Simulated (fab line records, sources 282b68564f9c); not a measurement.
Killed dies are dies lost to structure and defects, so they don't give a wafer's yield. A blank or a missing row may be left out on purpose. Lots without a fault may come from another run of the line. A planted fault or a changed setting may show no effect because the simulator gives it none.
fab line records | flow rit_cmos | part 1 of 2: steps 1 to 24 of 38
record lots=5 wafers=15 last_day=7
route steps=202 shown WELLDRIVE@50 NWELL@51 PWELL@52 NRETRO@53 PRETRO@64 GATE@75 FOX2@80
lots that met no fault: from a run of the same line without faults
start_h: hours from the record's first day to the start of the lot's first wafer shown | wait_h: hours since the lot's step before | " the same as in the row above | L1.1+2: a row that stands for several wafers | - no value, or no start given | * or withheld: withheld | < > ~ a bound
route shown NAME@n: a module of which the file shows steps, and the number in the route of the first | usual: mean/standard deviation of fault-free wafers | same: alike in all rows | chamber/n: place in a boat | sites: the reading at each site | _std_site: their standard deviation | _edge_site: outer sites' mean less inner sites' | radius_mm: how far each site lies from the wafer's centre | mask NAME#n: copy n | behind: the tool/chamber that last shaped the wafer | hold: why the lot was held/for how many hours/how that ended | device: the transistor (n, p or np) that didn't switch | end of line: the same wafers' tests at the end of the route | a step without rows: its recipe alone | killed: dies lost to structure and defects at the first sort, not the wafer's yield | map: a wafer's dies, x killed, . not, _ none there
set.NAME: the setting as run; set.NAME@STEP: as run at that earlier step | model.NAME: the simulator's own value behind a step, which no gauge read
lots at some steps of the route; a table a step, a row a wafer
services: from which hour (start_h, from the record's first day; less than 0 if before it) a tool's chamber was out of use, for how many hours, and why
## steps
# step RIT_WELLDRIVE_ANNEAL_00
# recipe temp_c=1100 time_s=14700 ambient=N2
# columns lot.wafer tool chamber start_h wait_h
L076.1+2+4 furnace-04 0 37.94 1.4
L077.4+5+6 furnace-03 0 44.99 0.0
L087.1+4+5 furnace-04 0 91.21 0.1
L094.1+3+5 furnace-03 0 125.98 1.5
L096.2+3+5 furnace-01 0 136.62 1.1
# step RIT_WELLDRIVE_RS_MEAS_01
# recipe thk_meas_gauge=four-point-probe
# usual NWELL_RS=275.6/0.67
# columns lot.wafer tool chamber start_h wait_h NWELL_RS[ohm/sq]
L076.1 film_metro-04 - 43.02 0.0 275.5
L076.2 " - " " 275.6
L076.4 " - " " 275.8
L077.4 film_metro-02 - 50.14 0.1 275.3
L077.5 " - " " 275.3
L077.6 " - " " 275.8
L087.1 film_metro-02 - 96.29 0.0 275.7
L087.4 " - " " 276.5
L087.5 " - " " 276.0
L094.1 film_metro-04 - 131.06 0.0 276.5
L094.3 " - " " 277.0
L094.5 " - " " 276.8
L096.2 film_metro-02 - 141.73 0.0 275.5
L096.3 " - " " 276.4
L096.5 " - " " 275.8
# step RIT_WELLDRIVE_RS_MEAS_02
# recipe thk_meas_gauge=four-point-probe
# usual PWELL_RS=429.3/1.4
# columns lot.wafer tool chamber start_h wait_h PWELL_RS[ohm/sq]
L076.1 film_metro-04 - 43.14 0.1 430.1
L076.2 " - " " 429.6
L076.4 " - " " 430.1
L077.4 film_metro-02 - 50.26 0.1 429.9
L077.5 " - " " 430.4
L077.6 " - " " 430.2
L087.1 film_metro-02 - 96.41 0.1 429.7
L087.4 " - " " 430.9
L087.5 " - " " 430.9
L094.1 film_metro-04 - 131.18 0.1 429.1
L094.3 " - " " 429.5
L094.5 " - " " 429.2
L096.2 film_metro-02 - 141.85 0.1 430.4
L096.3 " - " " 430.0
L096.5 " - " " 429.8
# step RIT_NRETRO_HMDS_00
# recipe prime_time_s=60 prime_temp_c=140
# usual exhaust_pa=44.9/0.81 resist_line_temp_C=22.99/0.097
# columns lot.wafer tool chamber start_h wait_h exhaust_pa resist_line_temp_C
L076.1 litho_track-01 0 43.65 0.5 44.4 22.95
L076.2 " 0 " " 46.0 22.85
L076.4 " 0 " " 43.3 22.88
L077.4 litho_track-02 0 50.39 0.1 44.6 22.94
L077.5 " 0 " " 45.0 23.16
L077.6 " 0 " " 44.4 23.12
L087.1 litho_track-01 0 96.53 0.1 45.5 23.02
L087.4 " 0 " " 43.2 23.09
L087.5 " 0 " " 44.2 23.22
L094.1 litho_track-02 0 131.30 0.1 46.1 23.11
L094.3 " 0 " " 47.0 22.95
L094.5 " 0 " " 45.2 23.03
L096.2 litho_track-01 0 141.97 0.1 44.5 23.05
L096.3 " 0 " " 45.3 23.01
L096.5 " 0 " " 43.7 22.92
# step RIT_NRETRO_COAT_01
# recipe resist=NOVOLAK spin_rpm=2000 resist_thk_nm=1300
# usual exhaust_pa=45.0/0.92 resist_line_temp_C=23.00/0.11
# columns lot.wafer tool chamber start_h wait_h exhaust_pa resist_line_temp_C
L076.1 litho_track-01 0 43.80 0.1 45.8 23.05
L076.2 " 0 " " 46.3 22.93
L076.4 " 0 " " 44.6 22.98
L077.4 litho_track-02 0 50.54 0.1 44.3 23.20
L077.5 " 0 " " 44.5 23.16
L077.6 " 0 " " 45.6 23.26
L087.1 litho_track-01 0 96.68 0.1 45.2 22.94
L087.4 " 0 " " 45.5 22.90
L087.5 " 0 " " 45.6 22.96
L094.1 litho_track-02 0 131.45 0.1 45.1 22.85
L094.3 " 0 " " 45.6 22.85
L094.5 " 0 " " 43.3 22.86
L096.2 litho_track-01 0 142.12 0.1 44.6 23.03
L096.3 " 0 " " 45.1 23.11
L096.5 " 0 " " 44.3 22.91
# step RIT_NRETRO_SOFTBAKE_02
# recipe resist=NOVOLAK temp_c=90 time_s=60
# usual exhaust_pa=44.9/0.99 resist_line_temp_C=22.98/0.11
# columns lot.wafer tool chamber start_h wait_h exhaust_pa resist_line_temp_C
L076.1 litho_track-01 0 43.95 0.1 45.7 23.31
L076.2 " 0 " " 44.1 23.14
L076.4 " 0 " " 45.2 23.29
L077.4 litho_track-02 0 50.69 0.1 46.2 23.04
L077.5 " 0 " " 46.1 22.91
L077.6 " 0 " " 44.6 23.15
L087.1 litho_track-01 0 96.83 0.1 45.0 22.97
L087.4 " 0 " " 45.8 22.87
L087.5 " 0 " " 45.1 23.04
L094.1 litho_track-02 0 131.60 0.1 45.6 22.95
L094.3 " 0 " " 46.5 23.08
L094.5 " 0 " " 45.6 23.02
L096.2 litho_track-01 0 142.27 0.1 45.7 22.84
L096.3 " 0 " " 46.7 23.00
L096.5 " 0 " " 45.4 22.87
# step RIT_NRETRO_EXPOSE_03
# recipe mask_id=M4 na=0.57 target_cd_nm=43900 dose_mj=250
# usual focus_offset_nm=0.1/0.55
# columns lot.wafer tool chamber start_h wait_h mask focus_offset_nm
L076.1 iline_stepper-01 0 44.42 0.4 M4#0 1.2
L076.2 " 0 " " M4#0 1.3
L076.4 " 0 " " M4#0 0.5
L077.4 iline_stepper-01 0 50.83 0.1 M4#0 0.3
L077.5 " 0 " " M4#0 -0.4
L077.6 " 0 " " M4#0 -0.2
L087.1 iline_stepper-02 0 97.11 0.2 M4#0 0.0
L087.4 " 0 " " M4#0 0.3
L087.5 " 0 " " M4#0 -0.1
L094.1 iline_stepper-01 0 131.87 0.2 M4#0 0.1
L094.3 " 0 " " M4#0 0.3
L094.5 " 0 " " M4#0 0.2
L096.2 iline_stepper-02 0 142.54 0.2 M4#0 0.0
L096.3 " 0 " " M4#0 0.7
L096.5 " 0 " " M4#0 -0.3
# step RIT_NRETRO_PEB_04
# recipe resist=NOVOLAK temp_c=withheld time_s=withheld
# usual exhaust_pa=45.0/0.82 resist_line_temp_C=*
# columns lot.wafer tool chamber start_h wait_h exhaust_pa resist_line_temp_C
L076.1 litho_track-02 0 44.54 0.1 44.5 *
L076.2 " 0 " " 45.4 *
L076.4 " 0 " " 45.3 *
L077.4 litho_track-03 0 50.96 0.1 45.0 *
L077.5 " 0 " " 45.0 *
L077.6 " 0 " " 43.8 *
L087.1 litho_track-01 0 97.23 0.1 44.3 *
L087.4 " 0 " " 44.9 *
L087.5 " 0 " " 44.6 *
L094.1 litho_track-01 0 131.99 0.1 46.0 *
L094.3 " 0 " " 46.7 *
L094.5 " 0 " " 46.9 *
L096.2 litho_track-02 0 142.66 0.1 45.3 *
L096.3 " 0 " " 43.6 *
L096.5 " 0 " " 45.2 *
# step RIT_NRETRO_DEVELOP_05
# recipe resist=NOVOLAK develop_time_s=68 dev_temp_c=23
# usual developer_temp_C=22.98/0.1 exhaust_pa=44.8/0.83 resist_line_temp_C=23.00/0.095
# columns lot.wafer tool chamber start_h wait_h developer_temp_C exhaust_pa resist_line_temp_C
L076.1 litho_track-02 0 - - 23.01 44.2 22.91
L076.2 " 0 " " 22.93 44.2 23.09
L076.4 " 0 " " 23.05 44.9 23.08
L077.4 litho_track-03 0 - - 23.01 45.4 23.03
L077.5 " 0 " " 23.13 45.9 22.90
L077.6 " 0 " " 23.12 45.3 23.00
L087.1 litho_track-01 0 - - 23.01 45.1 22.99
L087.4 " 0 " " 23.13 46.4 23.07
L087.5 " 0 " " 23.10 43.9 22.96
L094.1 litho_track-01 0 - - 23.04 44.4 22.93
L094.3 " 0 " " 23.00 44.3 22.88
L094.5 " 0 " " 23.03 43.9 22.88
L096.2 litho_track-02 0 - - 22.99 44.5 23.05
L096.3 " 0 " " 22.91 44.8 22.93
L096.5 " 0 " " 22.85 45.3 23.02
# step RIT_NRETRO_OVL_MEAS_06
# usual NRETRO_OVL=0.3/1.6
# columns lot.wafer tool chamber start_h wait_h NRETRO_OVL[nm]
L076.1 overlay-01 - 44.85 - 0.9
L076.2 " - " " 1.1
L076.4 " - " " 0.1
L077.4 overlay-02 - 51.21 - 0.4
L077.5 " - " " 0.8
L077.6 " - " " -0.3
L087.1 overlay-02 - 97.54 - -0.4
L087.4 " - " " -0.3
L087.5 " - " " 0.6
L094.1 overlay-01 - 132.30 - 2.4
L094.3 " - " " 2.5
L094.5 " - " " 2.3
L096.2 overlay-01 - 142.96 - 0.8
L096.3 " - " " -0.8
L096.5 " - " " 1.5
# step RIT_NRETRO_HARDBAKE_07
# recipe resist=NOVOLAK temp_c=140 time_s=120
# usual exhaust_pa=45.0/0.89 resist_line_temp_C=22.99/0.11
# columns lot.wafer tool chamber start_h wait_h exhaust_pa resist_line_temp_C
L076.1 litho_track-02 0 44.89 0.0 45.4 23.05
L076.2 " 0 " " 44.3 23.01
L076.4 " 0 " " 44.5 22.93
L077.4 litho_track-03 0 51.36 0.1 45.3 23.06
L077.5 " 0 " " 44.8 23.02
L077.6 " 0 " " 44.4 22.98
L087.1 litho_track-03 0 97.57 0.0 46.0 23.05
L087.4 " 0 " " 45.7 23.07
L087.5 " 0 " " 45.9 23.09
L094.1 litho_track-02 0 132.52 0.2 44.8 23.09
L094.3 " 0 " " 45.1 23.02
L094.5 " 0 " " 45.8 23.04
L096.2 litho_track-03 0 143.03 0.1 45.3 22.80
L096.3 " 0 " " 44.1 22.86
L096.5 " 0 " " 46.7 22.88
# step RIT_NRETRO_IMPLANT_08
# recipe species=P energy_kev=70 dose_cm2=1e+13 tilt_deg=7
# usual beam_energy_keV=69.999/0.023
# columns lot.wafer tool chamber start_h wait_h beam_energy_keV
L076.1 implanter-02 0 45.14 0.2 69.998
L076.2 " 0 " " 70.024
L076.4 " 0 " " 70.041
L077.4 implanter-04 0 51.56 0.2 70.013
L077.5 " 0 " " 70.018
L077.6 " 0 " " 70.015
L087.1 implanter-02 0 97.82 0.2 70.017
L087.4 " 0 " " 69.992
L087.5 " 0 " " 69.992
L094.1 implanter-04 0 132.77 0.2 69.996
L094.3 " 0 " " 70.011
L094.5 " 0 " " 69.973
L096.2 implanter-01 0 143.26 0.2 70.004
L096.3 " 0 " " 69.999
L096.5 " 0 " " 69.995
# step RIT_NRETRO_STRIP_09
# recipe chemistry=O2 time_s=180 resist=NOVOLAK platen_temp_c=withheld power_w=500 pressure_mtorr=4000 o2_flow_sccm=4000
# usual drypump_motor_current_A=5.8/0.52
# columns lot.wafer tool chamber start_h wait_h drypump_motor_current_A rf_hours_counter_h
L076.1 plasma_asher-04 0 45.29 0.1 5.6 24
L076.2 " 1 " " 5.1 24
L076.4 " 1 " " 5.1 -
L077.4 plasma_asher-04 1 51.69 0.1 5.1 -
L077.5 " 0 " " 5.7 -
L077.6 " 1 " " 5.1 -
L087.1 plasma_asher-04 0 98.12 0.2 5.6 30
L087.4 " 0 " " 5.6 -
L087.5 " 0 " " 5.7 -
L094.1 plasma_asher-02 0 132.92 0.1 5.6 50
L094.3 " 1 " " 5.5 -
L094.5 " 0 " " 5.5 -
L096.2 plasma_asher-03 1 143.39 0.1 6.7 3
L096.3 " 0 " " 5.9 -
L096.5 " 0 " " 5.9 -
# step RIT_NRETRO_TW_MEAS_10
# usual NRETRO_TW=1045/7.6
# columns lot.wafer tool chamber start_h wait_h NRETRO_TW
L076.1 film_metro-01 - 45.46 0.1 1039
L076.2 " - " " 1044
L076.4 " - " " 1043
L077.4 film_metro-01 - 51.84 0.1 1053
L077.5 " - " " 1051
L077.6 " - " " 1056
L087.1 film_metro-01 - 98.30 0.1 1037
L087.4 " - " " 1038
L087.5 " - " " 1041
L094.1 film_metro-04 - 133.09 0.1 1029
L094.3 " - " " 1041
L094.5 " - " " 1040
L096.2 film_metro-03 - 143.57 0.1 1045
L096.3 " - " " 1047
L096.5 " - " " 1051
# step RIT_PRETRO_HMDS_00
# recipe prime_time_s=60 prime_temp_c=140
# usual exhaust_pa=45.0/0.96 resist_line_temp_C=23.00/0.11
# columns lot.wafer tool chamber start_h wait_h exhaust_pa resist_line_temp_C
L076.1 litho_track-04 0 45.73 0.3 44.0 23.03
L076.2 " 0 " " 43.9 22.95
L076.4 " 0 " " 44.3 22.93
L077.4 litho_track-03 0 51.94 0.1 43.9 23.10
L077.5 " 0 " " 44.8 22.95
L077.6 " 0 " " 43.7 23.06
L087.1 litho_track-01 0 98.36 0.1 44.4 22.96
L087.4 " 0 " " 43.9 22.99
L087.5 " 0 " " 44.9 22.94
L094.1 litho_track-03 0 133.15 0.1 44.6 22.82
L094.3 " 0 " " 44.4 23.01
L094.5 " 0 " " 44.6 22.92
L096.2 litho_track-01 0 143.65 0.1 44.9 22.83
L096.3 " 0 " " 42.8 23.02
L096.5 " 0 " " 44.4 22.93
# step RIT_PRETRO_COAT_01
# recipe resist=NOVOLAK spin_rpm=2000 resist_thk_nm=1300
# usual exhaust_pa=45.0/0.92 resist_line_temp_C=23.02/0.097
# columns lot.wafer tool chamber start_h wait_h exhaust_pa resist_line_temp_C
L076.1 litho_track-04 0 45.88 0.1 45.8 23.17
L076.2 " 0 " " 45.8 22.89
L076.4 " 0 " " 43.9 22.96
L077.4 litho_track-03 0 52.09 0.1 45.8 23.14
L077.5 " 0 " " 46.5 23.21
L077.6 " 0 " " 45.7 23.14
L087.1 litho_track-01 0 98.51 0.1 46.2 23.09
L087.4 " 0 " " 45.1 23.05
L087.5 " 0 " " 44.9 23.14
L094.1 litho_track-03 0 133.30 0.1 43.2 23.00
L094.3 " 0 " " 44.6 23.18
L094.5 " 0 " " 44.8 23.11
L096.2 litho_track-01 0 143.80 0.1 46.3 22.96
L096.3 " 0 " " 45.1 23.12
L096.5 " 0 " " 45.6 22.98
# step RIT_PRETRO_SOFTBAKE_02
# recipe resist=NOVOLAK temp_c=90 time_s=60
# usual exhaust_pa=45.1/0.98 resist_line_temp_C=23.00/0.11
# columns lot.wafer tool chamber start_h wait_h exhaust_pa resist_line_temp_C
L076.1 litho_track-04 0 46.03 0.1 44.4 23.01
L076.2 " 0 " " 44.5 23.03
L076.4 " 0 " " 44.5 22.98
L077.4 litho_track-03 0 52.24 0.1 44.0 23.18
L077.5 " 0 " " 44.9 23.12
L077.6 " 0 " " 44.9 23.04
L087.1 litho_track-01 0 98.66 0.1 45.5 22.98
L087.4 " 0 " " 44.6 22.90
L087.5 " 0 " " 44.8 23.04
L094.1 litho_track-03 0 133.45 0.1 43.9 23.01
L094.3 " 0 " " 45.2 22.98
L094.5 " 0 " " 44.4 22.88
L096.2 litho_track-01 0 143.95 0.1 44.9 23.07
L096.3 " 0 " " 44.6 23.13
L096.5 " 0 " " 45.1 22.90
# step RIT_PRETRO_EXPOSE_03
# recipe mask_id=M5 na=0.57 target_cd_nm=43700 dose_mj=250
# usual focus_offset_nm=0.0/0.44
# columns lot.wafer tool chamber start_h wait_h mask focus_offset_nm
L076.1 iline_stepper-01 0 46.18 0.1 M5#0 -0.1
L076.2 " 0 " " M5#0 0.0
L076.4 " 0 " " M5#0 -0.8
L077.4 iline_stepper-01 0 52.38 0.1 M5#0 -0.3
L077.5 " 0 " " M5#0 -0.9
L077.6 " 0 " " M5#0 0.1
L087.1 iline_stepper-01 0 98.81 0.1 M5#0 -1.1
L087.4 " 0 " " M5#0 0.1
L087.5 " 0 " " M5#0 -0.3
L094.1 iline_stepper-01 0 133.73 0.2 M5#0 -0.3
L094.3 " 0 " " M5#0 0.0
L094.5 " 0 " " M5#0 0.0
L096.2 iline_stepper-01 0 144.09 0.1 M5#0 0.2
L096.3 " 0 " " M5#0 -0.4
L096.5 " 0 " " M5#0 -0.6
# step RIT_PRETRO_PEB_04
# recipe resist=NOVOLAK temp_c=withheld time_s=withheld
# usual exhaust_pa=45.1/0.8 resist_line_temp_C=*
# columns lot.wafer tool chamber start_h wait_h exhaust_pa resist_line_temp_C
L076.1 litho_track-01 0 46.29 0.1 44.9 *
L076.2 " 0 " " 44.8 *
L076.4 " 0 " " 46.1 *
L077.4 litho_track-01 0 52.51 0.1 44.4 *
L077.5 " 0 " " 44.8 *
L077.6 " 0 " " 43.7 *
L087.1 litho_track-01 0 98.93 0.1 44.6 *
L087.4 " 0 " " 45.1 *
L087.5 " 0 " " 44.6 *
L094.1 litho_track-03 0 133.84 0.1 45.2 *
L094.3 " 0 " " 45.3 *
L094.5 " 0 " " 45.5 *
L096.2 litho_track-03 0 144.21 0.1 44.9 *
L096.3 " 0 " " 44.7 *
L096.5 " 0 " " 46.6 *
# step RIT_PRETRO_DEVELOP_05
# recipe resist=NOVOLAK develop_time_s=68 dev_temp_c=23
# usual developer_temp_C=23.00/0.1 exhaust_pa=44.9/0.94 resist_line_temp_C=22.99/0.11
# columns lot.wafer tool chamber start_h wait_h developer_temp_C exhaust_pa resist_line_temp_C
L076.1 litho_track-01 0 - - 22.92 44.9 22.83
L076.2 " 0 " " 22.97 44.7 22.96
L076.4 " 0 " " 22.96 43.8 22.92
L077.4 litho_track-01 0 - - 22.82 44.3 22.85
L077.5 " 0 " " 23.09 45.2 22.83
L077.6 " 0 " " 22.84 46.0 23.02
L087.1 litho_track-01 0 - - 22.91 44.5 23.02
L087.4 " 0 " " 22.79 45.0 22.94
L087.5 " 0 " " 23.00 44.9 22.95
L094.1 litho_track-03 0 - - 22.94 45.7 23.02
L094.3 " 0 " " 22.91 43.9 22.98
L094.5 " 0 " " 23.02 45.3 22.99
L096.2 litho_track-03 0 - - 23.16 44.2 22.83
L096.3 " 0 " " 23.03 44.4 22.71
L096.5 " 0 " " 23.00 45.1 22.82
# step RIT_PRETRO_OVL_MEAS_06
# usual PRETRO_OVL=-0.5/1.2
# columns lot.wafer tool chamber start_h wait_h PRETRO_OVL[nm]
L076.1 overlay-01 - 46.61 - -0.5
L076.2 " - " " 0.4
L076.4 " - " " 0.3
L077.4 overlay-02 - 52.77 - -0.5
L077.5 " - " " -0.2
L077.6 " - " " -0.4
L087.1 overlay-01 - 99.24 - -0.1
L087.4 " - " " -0.4
L087.5 " - " " -0.9
L094.1 overlay-02 - 134.16 - -0.1
L094.3 " - " " -1.3
L094.5 " - " " -1.2
L096.2 overlay-02 - 144.51 - 0.0
L096.3 " - " " -0.1
L096.5 " - " " 0.9
# step RIT_PRETRO_HARDBAKE_07
# recipe resist=NOVOLAK temp_c=140 time_s=120
# usual exhaust_pa=45.1/0.88 resist_line_temp_C=23.00/0.11
# columns lot.wafer tool chamber start_h wait_h exhaust_pa resist_line_temp_C
L076.1 litho_track-03 0 46.81 0.2 45.0 22.94
L076.2 " 0 " " 44.3 23.04
L076.4 " 0 " " 45.1 23.02
L077.4 litho_track-04 0 52.91 0.1 45.6 23.10
L077.5 " 0 " " 45.0 23.16
L077.6 " 0 " " 45.0 23.20
L087.1 litho_track-03 0 99.28 0.0 44.7 23.26
L087.4 " 0 " " 45.7 23.07
L087.5 " 0 " " 43.3 23.09
L094.1 litho_track-03 0 134.19 0.0 45.8 22.88
L094.3 " 0 " " 45.9 22.89
L094.5 " 0 " " 46.0 22.90
L096.2 litho_track-03 0 144.58 0.1 44.8 22.75
L096.3 " 0 " " 44.7 23.11
L096.5 " 0 " " 45.0 23.07
# step RIT_PRETRO_IMPLANT_08
# recipe species=B energy_kev=45 dose_cm2=1.2e+13 tilt_deg=7
# usual beam_energy_keV=44.999/0.015
# columns lot.wafer tool chamber start_h wait_h beam_energy_keV
L076.1 implanter-03 0 47.06 0.2 45.006
L076.2 " 0 " " 45.009
L076.4 " 0 " " 45.007
L077.4 implanter-01 0 53.11 0.2 44.983
L077.5 " 0 " " 45.012
L077.6 " 0 " " 45.008
L087.1 implanter-03 0 99.53 0.2 44.963
L087.4 " 0 " " 44.992
L087.5 " 0 " " 44.991
L094.1 implanter-03 0 134.44 0.2 44.996
L094.3 " 0 " " 44.997
L094.5 " 0 " " 44.998
L096.2 implanter-02 0 144.81 0.2 44.980
L096.3 " 0 " " 44.990
L096.5 " 0 " " 44.998
# step RIT_PRETRO_STRIP_09
# recipe chemistry=O2 time_s=180 resist=NOVOLAK platen_temp_c=withheld power_w=500 pressure_mtorr=4000 o2_flow_sccm=4000
# usual drypump_motor_current_A=5.40/0.22
# columns lot.wafer tool chamber start_h wait_h drypump_motor_current_A rf_hours_counter_h
L076.1 plasma_asher-01 1 47.21 0.1 5.17 36
L076.2 " 0 " " 5.51 36
L076.4 " 1 " " 5.15 -
L077.4 plasma_asher-04 1 53.24 0.1 5.13 -
L077.5 " 0 " " 5.64 -
L077.6 " 1 " " 5.15 -
L087.1 plasma_asher-04 0 99.68 0.1 5.63 30
L087.4 " 0 " " 5.62 -
L087.5 " 1 " " 5.15 -
L094.1 plasma_asher-02 1 134.59 0.1 5.49 50
L094.3 " 0 " " 5.55 -
L094.5 " 0 " " 5.55 -
L096.2 plasma_asher-04 1 144.94 0.1 5.14 35
L096.3 " 1 " " 5.13 -
L096.5 " 1 " " 5.11 -
